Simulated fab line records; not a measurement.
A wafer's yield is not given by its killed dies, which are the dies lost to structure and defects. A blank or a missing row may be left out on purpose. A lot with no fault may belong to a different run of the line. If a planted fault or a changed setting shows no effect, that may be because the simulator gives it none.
Which tool was responsible?    flow berkeleyCmos170    12 lots with 36 wafers sampled at 6 steps, on a route of 331 steps

## WHAT THE GAUGES READ, wafer by wafer
UCB170_PFIELD_OVL_MEAS_06. Usual: for PFIELD_OVL the level is -2 nm and the standard deviation is 5.4.
lot   measured     on          PFIELD_OVL (nm)  flag
L432  day 5 01:38  overlay-01  0 8 5            
L433  day 5 01:23  overlay-02  0 1 8            
L434  day 5 18:14  overlay-01  -2 -7 -4         
L435  day 5 17:58  overlay-02  1 1 -3           
L436  day 5 17:18  overlay-01  -8 -17 -7        
L445  day 7 17:22  overlay-02  1 -2 -6          
L446  day 7 22:17  overlay-02  1 6 4            
L449  day 8 09:35  overlay-02  -7 -15 -8        
L448  day 8 09:52  overlay-02  -9 -12 -18       
L450  day 8 10:04  overlay-01  -4 2 -2          
L452  day 9 03:40  overlay-01  -3 4 -2          
L455  day 9 14:12  overlay-02  -7 -5 -5         

UCB170_CONTACT_THK_MEAS_02. Usual: for CONTACT_PSG_THK the level is 701 nm and the standard deviation is 7.6.
lot   measured      on            CONTACT_PSG_THK (nm)  flag
L432  day 8 07:32   filmMetro-02  702 697 695           
L433  day 8 09:45   filmMetro-01  702 701 700           
L434  day 8 21:32   filmMetro-01  685 693 697           
L435  day 8 21:32   filmMetro-04  705 704 703           
L436  day 8 19:46   filmMetro-04  702 700 701           
L445  day 10 12:26  filmMetro-04  699 700 696           
L446  day 10 19:54  filmMetro-04  702 696 693           
L449  day 11 04:04  filmMetro-02  704 708 707           
L448  day 11 04:04  filmMetro-04  695 704 699           
L450  day 11 04:00  filmMetro-04  694 695 695           
L452  day 11 20:58  filmMetro-04  720 718 714           
L455  day 12 10:55  filmMetro-04  704 698 698           

UCB170_V2_CD_MEAS_90: the cd target is 700 nm. Usual: 700.6 nm for cdNm, sd 1.6.
lot   measured      on        cdNm (nm)          flag
L432  day 9 03:06   cdSem-01  697.3 696.6 699.2  
L433  day 9 05:46   cdSem-01  700.4 700.2 698.7  
L434  day 9 17:49   cdSem-01  705.4 700.6 702.8  
L435  day 9 18:22   cdSem-01  701.3 706.3 702.3  
L436  day 9 18:05   cdSem-01  698.4 696.5 697.3  
L445  day 11 11:05  cdSem-01  703.2 700.6 701.7  
L446  day 11 16:33  cdSem-02  702.3 700.4 700.4  
L449  day 12 02:41  cdSem-02  703.1 701.3 702.0  
L448  day 12 03:57  cdSem-02  701.1 703.1 699.9  
L450  day 12 02:14  cdSem-02  700.0 697.9 699.7  
L452  day 12 20:16  cdSem-02  701.5 700.4 700.7  
L455  day 13 05:55  cdSem-01  701.4 701.5 700.2  

## TOOL THAT RAN EACH LOT (tool first, then ch and the chambers of the sampled wafers, then the start)
lot   UCB170_ZERO_STRIP_07                UCB170_V2_ETCH_14                  UCB170_V2_STRIP_15
L432  plasmaAsher-03 ch 0,1, day 1 22:22  rieDiel-03 ch 1,2,3, day 9 02:50   plasmaAsher-01 ch 0,1, day 9 03:00
L433  plasmaAsher-01 ch 0,1, day 2 03:57  rieDiel-01 ch 1,2,3, day 9 05:28   plasmaAsher-01 ch 0,1, day 9 05:39
L434  plasmaAsher-03 ch 0,1, day 2 08:17  rieDiel-03 ch 0,2,3, day 9 17:32   plasmaAsher-01 ch 0,1, day 9 17:43
L435  plasmaAsher-03 ch 0,1, day 2 13:50  rieDiel-03 ch 0,3, day 9 18:05     plasmaAsher-02 ch 0,1, day 9 18:16
L436  plasmaAsher-03 ch 0,1, day 2 18:56  rieDiel-04 ch 0,1,3, day 9 17:49   plasmaAsher-04 ch 0,1, day 9 17:59
L445  plasmaAsher-01 ch 0,1, day 4 12:11  rieDiel-04 ch 0,1,3, day 11 10:47  plasmaAsher-02 ch 0,1, day 11 10:58
L446  plasmaAsher-02 ch 0,1, day 4 18:01  rieDiel-04 ch 0,1, day 11 16:14    plasmaAsher-04 ch 0,1, day 11 16:26
L449  plasmaAsher-01 ch 0, day 5 10:38    rieDiel-04 ch 1,2, day 12 02:24    plasmaAsher-01 ch 0,1, day 12 02:34
L448  plasmaAsher-01 ch 0,1, day 5 10:55  rieDiel-01 ch 1,2, day 12 03:35    plasmaAsher-04 ch 0,1, day 12 03:51
L450  plasmaAsher-03 ch 0,1, day 5 18:03  rieDiel-01 ch 1,2, day 12 01:52    plasmaAsher-04 ch 0,1, day 12 02:08
L452  plasmaAsher-02 ch 0, day 6 01:24    rieDiel-01 ch 2,3, day 12 19:59    plasmaAsher-04 ch 0,1, day 12 20:10
L455  plasmaAsher-01 ch 0,1, day 6 20:09  rieDiel-04 ch 2,3, day 13 05:38    plasmaAsher-02 ch 0, day 13 05:49
- UCB170_ZERO_STRIP_07: strips in O2.
- UCB170_V2_ETCH_14: etches SiO2 in CHF3/CF4/Ar, stops on Al, target depth 1250 nm, time 291 s.
- UCB170_V2_STRIP_15: strips in O2.

## AS READ BY THE TOOLS THEMSELVES (means over the sampled wafers that have a number; for cases with no such wafer, the mark the record gives instead)
UCB170_ZERO_STRIP_07. Usual: drypumpMotorCurrentA 5.8 A, standard deviation 0.52; oesProductAu 0.727 a.u., standard deviation 0.0046; stripTimeToEndpointS 21.45 s, standard deviation 0.058.
lot   tool            drypumpMotorCurrentA (A)  oesProductAu (a.u.)  stripTimeToEndpointS (s)  flag
L432  plasmaAsher-03  5.8                       0.724                21.48                     
L433  plasmaAsher-01  6.3                       0.731                21.36                     
L434  plasmaAsher-03  5.7                       0.730                21.42                     
L435  plasmaAsher-03  5.7                       0.729                21.49                     
L436  plasmaAsher-03  5.7                       0.726                21.47                     
L445  plasmaAsher-01  5.9                       0.726                21.44                     
L446  plasmaAsher-02  5.8                       0.725                21.41                     
L449  plasmaAsher-01  6.7                       0.724                21.40                     
L448  plasmaAsher-01  6.3                       0.730                21.45                     
L450  plasmaAsher-03  5.7                       0.725                21.52                     
L452  plasmaAsher-02  6.4                       0.728                21.47                     
L455  plasmaAsher-01  6.3                       0.725                21.49                     

UCB170_V2_ETCH_14. Usual: drypumpMotorCurrentA 5.6 A, standard deviation 0.35; oesProductAu 0.873 a.u., standard deviation 0.013; rfFwdPowerW 698.4 W, standard deviation 1.9; throttleValvePct 7.01 %, standard deviation 0.13.
lot   tool        drypumpMotorCurrentA (A)  oesProductAu (a.u.)  rfFwdPowerW (W)  throttleValvePct (%)  flag
L432  rieDiel-03  5.6                       0.874                699.1            7.13                  
L433  rieDiel-01  5.4                       0.873                695.4            7.00                  
L434  rieDiel-03  5.5                       0.874                791.9            7.07                  OFF
L435  rieDiel-03  6.0                       0.882                792.6            7.06                  OFF
L436  rieDiel-04  5.8                       0.870                698.9            6.93                  
L445  rieDiel-04  5.8                       0.869                697.6            6.93                  
L446  rieDiel-04  5.7                       0.863                698.3            6.89                  
L449  rieDiel-04  5.6                       0.875                699.5            6.98                  
L448  rieDiel-01  5.4                       0.865                698.6            6.87                  
L450  rieDiel-01  5.4                       0.877                699.6            6.86                  
L452  rieDiel-01  5.5                       0.859                700.2            7.00                  
L455  rieDiel-04  5.8                       0.889                698.0            7.03                  

UCB170_V2_STRIP_15. Usual: drypumpMotorCurrentA 5.7 A, standard deviation 0.58; oesProductAu 0.722 a.u., standard deviation 0.0042; stripTimeToEndpointS 15.35 s, standard deviation 0.11.
lot   tool            drypumpMotorCurrentA (A)  oesProductAu (a.u.)  stripTimeToEndpointS (s)  flag
L432  plasmaAsher-01  5.9                       0.718                15.37                     
L433  plasmaAsher-01  5.9                       0.722                15.36                     
L434  plasmaAsher-01  6.3                       0.723                15.04                     
L435  plasmaAsher-02  5.9                       0.719                15.08                     
L436  plasmaAsher-04  5.4                       0.723                15.29                     
L445  plasmaAsher-02  5.4                       0.724                15.17                     
L446  plasmaAsher-04  5.5                       0.720                15.43                     
L449  plasmaAsher-01  6.3                       0.722                15.20                     
L448  plasmaAsher-04  5.5                       0.722                15.42                     
L450  plasmaAsher-04  5.5                       0.724                15.28                     
L452  plasmaAsher-04  5.5                       0.724                15.45                     
L455  plasmaAsher-02  6.4                       0.725                15.41                     

## THE ANSWER, worked out from the rows above alone
Rule: take the mean of a lot's wafers that have a number; if it is more than 3 standard deviations from the usual mean, the lot is off. A lot without any number at a reading at which 4 lots or more have one is off too. Where the step has rows for the other lots, those lots are counted as sound. Order of review: gauges by route order, followed by the tools' own readings, for which a lot's mean as printed above is used. At the first step where some lot is off, the reading lying furthest off is the one used; lots without a number count as furthest.
Off at UCB170_V2_ETCH_14 (rfFwdPowerW): L434, L435.
A tool fits if, at that step or a process step before it, it ran every lot that is off, and no sound lot after the first of them. One fits: UCB170_V2_ETCH_14 on rieDiel-03. Its last sound lot is L432 (day 9 02:50), its first lot that is off L434 (day 9 17:32): a fault that began between those two fits.
The tool's own readings at UCB170_V2_ETCH_14 bear it out: on the lots that are off they differ by more than 5 times the standard deviation of the sound lots' means. rfFwdPowerW reads 792.2 W there against 698.5 W on the sound lots.

## WHAT THE SIMULATOR HAD PUT IN
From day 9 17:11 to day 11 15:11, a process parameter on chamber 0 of rieDiel-03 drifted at UCB170_V2_ETCH_14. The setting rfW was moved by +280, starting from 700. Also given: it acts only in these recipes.
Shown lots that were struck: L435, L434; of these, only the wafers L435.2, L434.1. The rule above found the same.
